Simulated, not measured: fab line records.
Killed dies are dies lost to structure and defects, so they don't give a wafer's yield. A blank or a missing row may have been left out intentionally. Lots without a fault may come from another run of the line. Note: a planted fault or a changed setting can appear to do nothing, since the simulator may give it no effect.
Split-lot study + flow ritCmos + 23 wafers read across 5 lots, on a route 202 steps long

## ON THE SPLIT
At RIT_SDANNEAL_CLEAN_00 (cleans in SC1, time 600 s), the setting timeS was moved away from the recipe's 600 s on 15 of the 23 wafers read, by -9.5% to +14.7%. This setting was run at the recipe's value on the other wafers.

The reading comes from the split's own step.

## THE READING
poly-Si_of_GATE_CVD_08.thkNm (the simulator's own value, which no gauge read), in nm, at RIT_SDANNEAL_CLEAN_00 (cleans in SC1, time 600 s). There is no usual value for it anywhere in the file. The 8 wafers here that ran the recipe average 162.4 nm, standard deviation 2.7 nm.

| wafer  | tool, chamber at the split | timeS as run, s | against the recipe | poly-Si_of_GATE_CVD_08.thkNm, nm | against lot-mates on the recipe |
|--------|----------------------------|-----------------|--------------------|----------------------------------|---------------------------------|
| L074.1 | -, -                       | 600             | recipe             | 159.4                            | -                               |
| L074.2 | -, -                       | 600             | recipe             | 165.6                            | -                               |
| L074.4 | -, -                       | 600             | recipe             | 161.2                            | -                               |
| L074.5 | -, -                       | 600             | recipe             | 163.5                            | -                               |
| L074.6 | -, -                       | 600             | recipe             | 157.3                            | -                               |
| L075.3 | wetBench-03, 2             | 600             | recipe             | 164.1                            | -                               |
| L075.4 | wetBench-03, 2             | 600             | recipe             | 164.8                            | -                               |
| L075.5 | wetBench-03, 2             | 600             | recipe             | 163                              | -                               |
| L078.1 | -, -                       | 688.4           | +14.7%             | 143.3                            | no lot-mate on the recipe       |
| L078.2 | -, -                       | 688.4           | +14.7%             | 146.2                            | no lot-mate on the recipe       |
| L078.3 | -, -                       | 688.4           | +14.7%             | 143.5                            | no lot-mate on the recipe       |
| L078.4 | -, -                       | 688.4           | +14.7%             | 143                              | no lot-mate on the recipe       |
| L078.5 | -, -                       | 688.4           | +14.7%             | 144.8                            | no lot-mate on the recipe       |
| L079.1 | -, -                       | 668.5           | +11.4%             | 136.5                            | no lot-mate on the recipe       |
| L079.2 | -, -                       | 668.5           | +11.4%             | 136.1                            | no lot-mate on the recipe       |
| L079.3 | -, -                       | 668.5           | +11.4%             | 137.8                            | no lot-mate on the recipe       |
| L079.4 | -, -                       | 668.5           | +11.4%             | 136.9                            | no lot-mate on the recipe       |
| L079.6 | -, -                       | 668.5           | +11.4%             | 133.7                            | no lot-mate on the recipe       |
| L081.1 | -, -                       | 543.3           | -9.5%              | 193.6                            | no lot-mate on the recipe       |
| L081.2 | -, -                       | 543.3           | -9.5%              | 190.7                            | no lot-mate on the recipe       |
| L081.3 | -, -                       | 543.3           | -9.5%              | 196.3                            | no lot-mate on the recipe       |
| L081.4 | -, -                       | 543.3           | -9.5%              | 194.2                            | no lot-mate on the recipe       |
| L081.5 | -, -                       | 543.3           | -9.5%              | 189                              | no lot-mate on the recipe       |

THE FIT
A straight line over all 23 wafers: poly-Si_of_GATE_CVD_08.thkNm changes by -2.14 nm for each +1% of timeS; r = -0.95; the points scatter about the line by 6.9 nm.
Too few moved wafers have a lot-mate on the recipe to fit a line with each lot's own level taken away.

## THE FILE'S OWN FIT
poly-Si_of_GATE_CVD_08.thkNm changes by -2.14 nm for each +1% of timeS, r = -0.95.
